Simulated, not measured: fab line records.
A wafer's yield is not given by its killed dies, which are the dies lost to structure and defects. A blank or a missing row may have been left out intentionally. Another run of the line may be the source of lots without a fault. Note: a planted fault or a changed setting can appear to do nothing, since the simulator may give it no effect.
Which tool is to blame? | flow berkeley cmos170 | 15 lots, 45 wafers sampled, at 5 steps of a route of 331

WHAT EACH GAUGE READ, for each wafer
UCB170_NWELL_THK_MEAS_02. Usual: NWELL_OXIDE_THK 26.5 nm, standard deviation 0.41.
lot  | measured    | on            | NWELL_OXIDE_THK (nm) | flag
L540 | day 1 20:19 | film metro-01 | 26.0 26.0 26.2       |
L541 | day 2 02:46 | film metro-04 | 25.7 26.1 26.3       |
L543 | day 2 16:38 | film metro-01 | 26.3 26.8 27.0       |
L544 | day 2 19:20 | film metro-04 | 26.7 26.2 26.6       |
L545 | day 3 01:13 | film metro-02 | 27.0 26.5 27.2       |
L546 | day 3 07:50 | film metro-04 | 27.4 26.8 27.2       |
L547 | day 3 12:10 | film metro-01 | 26.8 26.6 26.6       |
L548 | day 3 17:02 | film metro-01 | 26.1 26.3 26.6       |
L551 | day 4 05:49 | film metro-04 | 26.7 26.9 26.4       |
L550 | day 4 05:49 | film metro-01 | 27.1 26.7 26.6       |
L552 | day 4 13:50 | film metro-04 | 26.6 26.5 26.4       |
L553 | day 4 20:14 | film metro-04 | 25.9 25.4 26.4       |
L561 | day 6 10:47 | film metro-01 | 26.6 26.9 26.2       |
L562 | day 6 12:40 | film metro-04 | 25.8 25.8 26.2       |
L563 | day 6 21:04 | film metro-04 | 26.6 26.3 27.0       |

UCB170_PWELL_THK_MEAS_06. Usual: PWELL_NITRIDE_THK 220.7 nm, standard deviation 2.
lot  | measured    | on            | PWELL_NITRIDE_THK (nm) | flag
L540 | day 2 21:08 | film metro-01 | 218.9 218.9 217.5      |
L541 | day 3 04:28 | film metro-02 | 222.0 223.6 223.0      |
L543 | day 3 12:05 | film metro-02 | 215.7 218.6 216.9      |
L544 | day 3 17:58 | film metro-03 | 219.2 221.9 220.3      |
L545 | day 3 22:47 | film metro-03 | 220.9 221.8 222.5      |
L546 | day 4 12:26 | film metro-02 | 220.5 220.1 220.3      |
L547 | day 4 12:26 | film metro-01 | 225.0 222.2 220.4      |
L548 | day 4 17:05 | film metro-03 | 220.2 219.7 219.4      |
L551 | day 5 04:04 | film metro-01 | 217.8 219.2 219.4      |
L550 | day 5 04:05 | film metro-02 | 221.8 222.2 221.6      |
L552 | day 5 12:16 | film metro-02 | 219.3 220.9 221.8      |
L553 | day 5 19:35 | film metro-01 | 223.2 222.2 221.6      |
L561 | day 7 07:29 | film metro-01 | 221.0 218.8 221.9      |
L562 | day 7 07:30 | film metro-02 | 216.0 217.1 216.1      |
L563 | day 7 15:59 | film metro-02 | 218.3 217.9 215.9      |

UCB170_SACOX_THK_MEAS_02. Usual: SACOX_OXIDE_THK 14.37 nm, standard deviation 0.21.
lot  | measured    | on            | SACOX_OXIDE_THK (nm) | flag
L540 | day 5 03:10 | film metro-01 | 14.32 14.54 14.34    |
L541 | day 5 03:07 | film metro-04 | 14.30 14.16 14.43    |
L543 | day 5 18:01 | film metro-01 | 14.37 14.28 14.30    |
L544 | day 5 17:58 | film metro-01 | 14.53 14.65 14.73    |
L545 | day 5 22:01 | film metro-03 | 13.78 14.02 14.09    |
L546 | day 6 09:29 | film metro-04 | 14.58 14.70 14.73    |
L547 | day 6 21:19 | film metro-04 | 14.43 14.62 14.43    |
L548 | day 6 21:20 | film metro-03 | 14.32 14.28 14.38    |
L551 | day 7 05:31 | film metro-03 | 14.04 14.36 14.23    |
L550 | day 7 08:27 | film metro-01 | 23.18 23.35 23.09    | OFF
L552 | day 7 12:41 | film metro-03 | 22.41 22.65 22.34    | OFF
L553 | day 8 01:46 | film metro-01 | 22.57 22.86 22.56    | OFF
L561 | day 9 12:45 | film metro-04 | 14.54 14.53 14.76    |
L562 | day 9 12:47 | film metro-01 | 14.30 14.28 14.55    |
L563 | day 9 12:49 | film metro-04 | 14.36 14.19 14.33    |

UCB170_M2_THK_MEAS_03: measures by xrf. Usual: M2_AL_THK 900 nm, standard deviation 14.
lot  | measured     | on            | M2_AL_THK (nm) | flag
L540 | day 7 11:00  | film metro-02 | 870 893 905    |
L541 | day 7 07:13  | film metro-02 | 914 893 921    |
L543 | day 7 22:44  | film metro-01 | 922 906 920    |
L544 | day 7 22:49  | film metro-02 | 884 908 904    |
L545 | day 8 08:01  | film metro-01 | 912 921 891    |
L546 | day 8 18:14  | film metro-01 | 908 884 883    |
L547 | day 9 05:12  | film metro-01 | 899 879 916    |
L548 | day 9 06:51  | film metro-02 | 894 884 874    |
L551 | day 9 12:43  | film metro-01 | 909 903 887    |
L550 | day 9 07:07  | film metro-02 | 867 885 881    |
L552 | day 9 18:43  | film metro-03 | 908 905 899    |
L553 | day 10 09:49 | film metro-02 | 895 899 912    |
L561 | day 11 20:40 | film metro-01 | 895 906 904    |
L562 | day 11 20:55 | film metro-02 | 904 907 908    |
L563 | day 11 20:14 | film metro-02 | 909 917 904    |

WHAT TOOL EACH LOT RAN ON (gives the tool, then ch and the chambers of the sampled wafers, and finally the start)
lot  | UCB170_SACOX_OXIDATION_01
L540 | furnace-04 ch 0, day 5 01:26
L541 | furnace-04 ch 0, day 5 01:26
L543 | furnace-04 ch 0, day 5 16:17
L544 | furnace-04 ch 0, day 5 16:17
L545 | furnace-03 ch 0, day 5 20:21
L546 | furnace-01 ch 0, day 6 07:48
L547 | furnace-04 ch 0, day 6 19:40
L548 | furnace-04 ch 0, day 6 19:40
L551 | furnace-01 ch 0, day 7 03:51
L550 | furnace-01 ch 0, day 7 03:51
L552 | furnace-03 ch 0, day 7 07:51
L553 | furnace-04 ch 0, day 7 20:46
L561 | furnace-03 ch 0, day 9 11:05
L562 | furnace-03 ch 0, day 9 11:05
L563 | furnace-03 ch 0, day 9 11:05
- UCB170_SACOX_OXIDATION_01: target thk 14.4 nm, ox time 2400 s.

AS READ BY THE TOOLS THEMSELVES (means over the sampled wafers that have a number; for cases with no such wafer, the mark the record gives instead)
The record holds no such reading with a usual standard deviation.

THE ANSWER, worked out from the rows above alone
Rule: lot off if the mean of its wafers having a number is beyond 3 standard deviations from the usual mean. A lot without any number at a reading at which 4 lots or more have one is off too. All remaining lots with rows at the step are treated as sound. Order of review: gauges by route order, followed by the tools' own readings, for which a lot's mean as printed above is used. At the first step where some lot is off, the reading lying furthest off is the one used; lots without a number count as furthest.
Off: L550, L552, L553, at UCB170_SACOX_THK_MEAS_02 (SACOX_OXIDE_THK).
A tool fits if, at a process step before that reading, it ran every lot that is off, and no sound lot after the first of them. The gauges at UCB170_SACOX_THK_MEAS_02 are tried like those tools. Not one of the candidates tried fits.

WHAT THE SIMULATOR HAD INSERTED
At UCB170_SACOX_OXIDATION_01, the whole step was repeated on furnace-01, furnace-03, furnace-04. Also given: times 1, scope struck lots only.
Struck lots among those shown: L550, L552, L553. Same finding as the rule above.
